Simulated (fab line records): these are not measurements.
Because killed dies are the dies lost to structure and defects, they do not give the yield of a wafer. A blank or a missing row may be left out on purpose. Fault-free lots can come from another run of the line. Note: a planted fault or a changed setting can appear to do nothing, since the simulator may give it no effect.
Struck lot and sound lot, side by side ; flow rit-cmos ; 17 out of 202 route steps
Sound: these wafers, L155.1, L155.5, L155.6. Struck: wafers L161.2, L161.3, L161.4. The cause comes at the end.
Each step with rows lists, per side, the tool, then ch with its chambers, then its first start. Under that, the readings that differ: sound wafers ; struck wafers ; difference of the means ; sigmas: that difference in standard deviations of wafers without a fault.
alike: readings with means less than 2 such deviations apart, plus words and numbers identical on both sides. not compared: withheld readings, readings lacking a value on some wafer, bounds such as >300 that could conceal the same value, and numbers that have no deviation in the record and whose values overlap.
A row with sigmas, a row that says differs or no value, or rows on one side alone: a step with any of these is where the two part. When numbers do not overlap yet have no deviation, they are printed without sigmas and do not part them. A reading that every wafer of one side lacks parts them only if that side has two wafers or more.

first, 4 steps without rows for these wafers: RIT_NWELL_SOFTBAKE_02 (time 60 s); RIT_NWELL_EXPOSE_03 (exposes mask M2, target cd 43900 nm); RIT_NWELL_PEB_04; RIT_NWELL_DEVELOP_05 (develop time 68 s).
RIT_NWELL_OVL_MEAS_06:
  sound: overlay-01 at day 2 08:44; struck: overlay-02 at day 3 17:59
  alike: NWELL_OVL
then, 2 steps without rows for these wafers: RIT_NWELL_HARDBAKE_07 (time 120 s); RIT_NWELL_IMPLANT_08.
RIT_NWELL_STRIP_09: strips in O2, time 180 s.
  sound on plasma-asher-02 ch 0,1, day 2 09:10; struck on plasma-asher-01 ch 0,1, day 3 18:25
  alike: chamber-pressure-mTorr, drypump-motor-current-A, rf-refl-power-W
  not compared: rf-hours-counter-h
RIT_NWELL_TW_MEAS_10:
  sound: film-metro-03 at day 2 09:20; struck: film-metro-04 at day 3 18:36
reading;sound;struck;difference;sigmas
NWELL_TW;2157 2154 2160;2121 2113 2121;-39;-2
then, 3 steps without rows for these wafers: RIT_PWELL_HMDS_00 (prime time 60 s); RIT_PWELL_COAT_01 (resist thk 1300 nm); RIT_PWELL_SOFTBAKE_02 (time 60 s).
RIT_PWELL_EXPOSE_03: exposes mask M3, target cd 43700 nm.
  sound on iline-stepper-01 ch 0, day 2 09:59; struck on iline-stepper-02 ch 0, day 3 19:07
reading;sound;struck;difference;sigmas
model.PWELL.overlay-x-nm (nm);-1.586 -1.586 -1.586;239 239 239;+241;
  alike: mask
then, 2 steps without rows for these wafers: RIT_PWELL_PEB_04; RIT_PWELL_DEVELOP_05 (develop time 68 s).
RIT_PWELL_OVL_MEAS_06:
  sound: overlay-02 at day 2 10:25; struck: overlay-01 at day 3 19:44
reading;sound;struck;difference;sigmas
PWELL_OVL (nm);-1.7 -1.7 -2.2;240.3 239.9 239.8;+241.9;+99 or more
  not compared: hold
then, 1 step without rows for these wafers: RIT_M1_PROBE_99.

## WHERE THEY PART
At RIT_NWELL_TW_MEAS_10 first; at RIT_PWELL_OVL_MEAS_06 last (within this record only).

WHY: the cause the simulator had injected
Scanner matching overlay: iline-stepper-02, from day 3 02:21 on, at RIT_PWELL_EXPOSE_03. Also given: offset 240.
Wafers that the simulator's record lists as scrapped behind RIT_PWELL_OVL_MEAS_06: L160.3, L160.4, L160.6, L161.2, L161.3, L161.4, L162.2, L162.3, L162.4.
